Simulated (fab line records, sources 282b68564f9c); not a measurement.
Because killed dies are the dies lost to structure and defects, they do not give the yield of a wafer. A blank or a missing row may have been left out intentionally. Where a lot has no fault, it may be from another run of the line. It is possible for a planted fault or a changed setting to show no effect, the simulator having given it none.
Which tool did it? :: flow rit cmos :: 14 lots, 42 wafers sampled, at 2 steps of a route of 202

WHAT EACH GAUGE READ, for each wafer
RIT_REOX_THK_MEAS_04.
lot: L781
measured: day 2 19:46
on: film metro-01
REOX_OXIDE_THK (nm): 25.8 25.6 25.5

lot: L782
measured: day 3 02:46
on: film metro-04
REOX_OXIDE_THK (nm): 25.7 25.9 25.2

lot: L783
measured: day 3 09:14
on: film metro-01
REOX_OXIDE_THK (nm): 24.7 24.8 25.0

lot: L784
measured: day 3 12:29
on: film metro-04
REOX_OXIDE_THK (nm): 25.4 25.4 25.2

lot: L785
measured: day 3 15:04
on: film metro-04
REOX_OXIDE_THK (nm): 25.2 25.4 25.0

lot: L786
measured: day 4 00:02
on: film metro-02
REOX_OXIDE_THK (nm): 25.4 24.9 25.1

lot: L788
measured: day 4 05:14
on: film metro-01
REOX_OXIDE_THK (nm): 26.1 25.2 25.5

lot: L790
measured: day 4 22:41
on: film metro-01
REOX_OXIDE_THK (nm): 25.9 25.7 25.5

lot: L791
measured: day 5 01:20
on: film metro-04
REOX_OXIDE_THK (nm): 24.9 25.3 25.0

lot: L794
measured: day 5 15:55
on: film metro-01
REOX_OXIDE_THK (nm): 27.4 27.5 27.5

lot: L795
measured: day 5 19:47
on: film metro-01
REOX_OXIDE_THK (nm): 26.9 26.8 27.0

lot: L799
measured: day 6 12:32
on: film metro-01
REOX_OXIDE_THK (nm): 24.8 24.8 24.5

lot: L802
measured: day 7 03:28
on: film metro-04
REOX_OXIDE_THK (nm): 24.7 24.8 24.6

lot: L804
measured: day 7 14:44
on: film metro-01
REOX_OXIDE_THK (nm): 25.5 25.2 25.6

WHAT TOOL EACH LOT RAN ON (gives the tool, then ch and the chambers of the sampled wafers, and finally the start)
lot: L781
RIT_REOX_OXIDATION_03: furnace-04 ch 0, day 2 17:13

lot: L782
RIT_REOX_OXIDATION_03: furnace-01 ch 0, day 3 00:13

lot: L783
RIT_REOX_OXIDATION_03: furnace-01 ch 0, day 3 06:41

lot: L784
RIT_REOX_OXIDATION_03: furnace-04 ch 0, day 3 09:56

lot: L785
RIT_REOX_OXIDATION_03: furnace-04 ch 0, day 3 12:29

lot: L786
RIT_REOX_OXIDATION_03: furnace-04 ch 0, day 3 21:28

lot: L788
RIT_REOX_OXIDATION_03: furnace-03 ch 0, day 4 02:40

lot: L790
RIT_REOX_OXIDATION_03: furnace-03 ch 0, day 4 20:08

lot: L791
RIT_REOX_OXIDATION_03: furnace-04 ch 0, day 4 22:47

lot: L794
RIT_REOX_OXIDATION_03: furnace-04 ch 0, day 5 13:22

lot: L795
RIT_REOX_OXIDATION_03: furnace-04 ch 0, day 5 17:14

lot: L799
RIT_REOX_OXIDATION_03: furnace-01 ch 0, day 6 09:59

lot: L802
RIT_REOX_OXIDATION_03: furnace-01 ch 0, day 7 00:55

lot: L804
RIT_REOX_OXIDATION_03: furnace-01 ch 0, day 7 12:11
- RIT_REOX_OXIDATION_03: target thk 25.2 nm, ox time 5580 s.

WHAT THE TOOLS THEMSELVES READ (means of the sampled wafers that have a number; where no wafer has one, the mark that the record gives instead)
RIT_REOX_OXIDATION_03.
lot: L781
tool: furnace-04
spike tc centre C (C): 902.0
spike tc load C (C): 925.9
spike tc source C (C): 928.0
tube center temp C (C): 900.02
tube_center_temp_C_max: 902.1

lot: L782
tool: furnace-01
spike tc centre C (C): 901.9
spike tc load C (C): 927.4
spike tc source C (C): 925.3
tube center temp C (C): 900.06
tube_center_temp_C_max: 902.0

lot: L783
tool: furnace-01
spike tc centre C (C): 902.8
spike tc load C (C): 928.0
spike tc source C (C): 924.9
tube center temp C (C): 900.02
tube_center_temp_C_max: 902.1

lot: L784
tool: furnace-04
spike tc centre C (C): 902.8
spike tc load C (C): 925.5
spike tc source C (C): 929.2
tube center temp C (C): 900.03
tube_center_temp_C_max: 902.1

lot: L785
tool: furnace-04
spike tc centre C (C): 902.0
spike tc load C (C): 925.8
spike tc source C (C): 928.4
tube center temp C (C): 899.99
tube_center_temp_C_max: 902.9

lot: L786
tool: furnace-04
spike tc centre C (C): 902.7
spike tc load C (C): 926.0
spike tc source C (C): 928.8
tube center temp C (C): 900.04
tube_center_temp_C_max: 902.6

lot: L788
tool: furnace-03
spike tc centre C (C): 902.4
spike tc load C (C): 925.1
spike tc source C (C): 925.2
tube center temp C (C): 900.06
tube_center_temp_C_max: 902.2

lot: L790
tool: furnace-03
spike tc centre C (C): 903.0
spike tc load C (C): 924.9
spike tc source C (C): 924.9
tube center temp C (C): 899.96
tube_center_temp_C_max: 902.4

lot: L791
tool: furnace-04
spike tc centre C (C): 901.8
spike tc load C (C): 925.5
spike tc source C (C): 929.1
tube center temp C (C): 900.04
tube_center_temp_C_max: 902.3

lot: L794
tool: furnace-04
spike tc centre C (C): 911.0
spike tc load C (C): 934.7
spike tc source C (C): 937.9
tube center temp C (C): 908.01
tube_center_temp_C_max: 910.3

lot: L795
tool: furnace-04
spike tc centre C (C): 911.3
spike tc load C (C): 934.4
spike tc source C (C): 936.8
tube center temp C (C): 907.99
tube_center_temp_C_max: 910.1

lot: L799
tool: furnace-01
spike tc centre C (C): 902.9
spike tc load C (C): 927.8
spike tc source C (C): 924.1
tube center temp C (C): 900.00
tube_center_temp_C_max: 902.3

lot: L802
tool: furnace-01
spike tc centre C (C): 903.3
spike tc load C (C): 928.1
spike tc source C (C): 924.9
tube center temp C (C): 900.07
tube_center_temp_C_max: 902.6

lot: L804
tool: furnace-01
spike tc centre C (C): 903.4
spike tc load C (C): 927.7
spike tc source C (C): 923.9
tube center temp C (C): 900.00
tube_center_temp_C_max: 902.1

THE ANSWER, worked out from the rows above alone
Rule: usual is defined by the lots themselves. Put in order of their means at a reading, lots are off if they are a third of the lots or fewer, leave a main group of 4 or more, and stand apart from it by a gap of 3 or more times the standard deviation of the main group's means; of several such gaps the widest counts. The tables above print the reading to a certain number of digits; a main group whose means all agree to those digits is not used. Also off: a lot with no number at a reading for which 4 or more lots have one. All remaining lots with rows at the step are treated as sound. After the gauges, taken in route order, come the tools' own readings; for these a lot's mean is taken, as printed above. At the first step where some lot is off, the reading lying furthest off is the one used; lots without a number count as furthest.
Off: at RIT_REOX_THK_MEAS_04 (REOX_OXIDE_THK), L794, L795. Mean 25.2 nm and standard deviation 0.35 in the main group.
A tool fits if, at a process step before that reading, it ran every lot that is off, and no sound lot after the first of them. The gauges at RIT_REOX_THK_MEAS_04 aren't tried: what is off there is off at RIT_REOX_OXIDATION_03 too, on other tools, and a gauge's error can't cause that. One candidate fits, namely furnace-04 at RIT_REOX_OXIDATION_03. Its last sound lot is L791 (day 4 22:47), its first lot that is off L794 (day 5 13:22): a fault that began between those two fits.
The tool's own readings at RIT_REOX_OXIDATION_03 bear it out: on the lots that are off they differ by more than 5 times the standard deviation of the sound lots' means. spike tc centre C reads 911.1 C there against 902.6 C on the sound lots; spike tc load C reads 934.5 C there against 926.5 C on the sound lots; spike tc source C reads 937.3 C there against 926.4 C on the sound lots; tube center temp C reads 908.00 C there against 900.02 C on the sound lots; tube_center_temp_C_max reads 910.2 there against 902.3 on the sound lots.

WHAT THE SIMULATOR HAD PUT IN
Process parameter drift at RIT_REOX_OXIDATION_03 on furnace-04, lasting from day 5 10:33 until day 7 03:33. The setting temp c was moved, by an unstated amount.
Lots struck among those shown: L794, L795. The same result came from the rule above.
